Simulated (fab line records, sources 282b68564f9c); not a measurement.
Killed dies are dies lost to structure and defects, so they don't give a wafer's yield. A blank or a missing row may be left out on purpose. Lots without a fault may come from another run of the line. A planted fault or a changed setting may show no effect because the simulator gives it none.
Problem report in the 8D (eight disciplines) form, filled by code | flow rit_cmos | the parts of the form that need people (team, actions taken, sign-off) are left out

1. THE PROBLEM
NLDD_TW at RIT_NLDD_TW_MEAS_10 reads a mean of 1949 on 6 wafers of 2 lots; wafers without a fault read 2461 with a standard deviation of 14. That is -37 standard deviations from the usual mean.
First seen on wafer L238.1, day 5 17:02, on film_metro-02. The record holds 42 wafers of 14 lots with a number at this step. Rule for "out", or "out of limits": more than 4 standard deviations from the usual mean. The other wafers with a number count as sound.

2. WHAT IT IS AND WHAT IT IS NOT
question                    | is                     | is not
which readings at this step | NLDD_TW                | -
which lots                  | L238, L240             | L224, L226, L227, L228, L229, L230, L231, L232, L234, L245, L246, L247
which wafers of those lots  | all that have a number | -
read on which gauges        | film_metro-02          | film_metro-01, film_metro-03
when                        | from day 5 17:02       | up to then (27 sound wafers); but 9 sound wafers of L245, L246, L247 came after

3. SUSPECTS, AND WHAT RULES EACH OUT
Counting: a tool at a process step up to the reading stays a suspect if it ran every lot that is out and no sound lot after the first of them.
- the gauge at RIT_NLDD_TW_MEAS_10: ruled out. All the wafers that are out were read on film_metro-02, but those of them that RIT_NLDD_IMPLANT_08 has rows for are out there too, on other tools.
- implanter-04 at RIT_NLDD_IMPLANT_08: kept. It ran every lot that is out, first L238 (day 5 16:43), and no sound lot after that; its last sound lot up to then is L234 (day 4 19:43). Its own readings are out on those wafers: dose_ions_cm2, faraday_current_uA.
Left after counting: implanter-04 at RIT_NLDD_IMPLANT_08.

4. THE CAUSE (what the simulator had put in)
Process parameter drift: implanter-04, from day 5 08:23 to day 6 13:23, at RIT_NLDD_IMPLANT_08. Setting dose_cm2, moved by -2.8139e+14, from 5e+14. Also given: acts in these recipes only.
Counting left only this tool.

5. THE CHAIN OF EFFECTS, in route order
Each row: a reading whose mean over the struck wafers that have a number lies more than 3 standard deviations from the usual. Only readings for which the record gives a usual standard deviation are gone through. hours: the time from each lot's start at the first step in this table that gives one to its start at this step, as a median over the lots. sigmas: the change in usual standard deviations.
hours | step                    | reading            | usual        | on struck wafers | change | sigmas
0     | RIT_NLDD_IMPLANT_08     | dose_ions_cm2      | 5e+14        | 2e+14            | -3e+14 | -99 or more
0     | RIT_NLDD_IMPLANT_08     | faraday_current_uA | 1572         | 689              | -883   | -27
0     | RIT_NLDD_TW_MEAS_10     | NLDD_TW            | 2461         | 1949             | -512   | -37
8     | RIT_SDANNEAL_RS_MEAS_07 | NLDD_RS            | 151.7 ohm/sq | 290.5            | +138.8 | +99 or more
The process steps in it:
- RIT_NLDD_IMPLANT_08

6. WHAT WOULD HAVE CAUGHT IT SOONER
In this record the first reading out of limits at a measuring or inspecting step was taken at day 5 17:02, 9 hours after the fault began at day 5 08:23.
The tool's own readings at RIT_NLDD_IMPLANT_08 were out on every struck wafer that the step has a row for (dose_ions_cm2, faraday_current_uA): an alarm limit on them would have fired on the first of those.
Of the lots that are out (2), L240 began RIT_NLDD_IMPLANT_08 on implanter-04 after day 5 17:02. A hold on the tool at that time would have spared it.
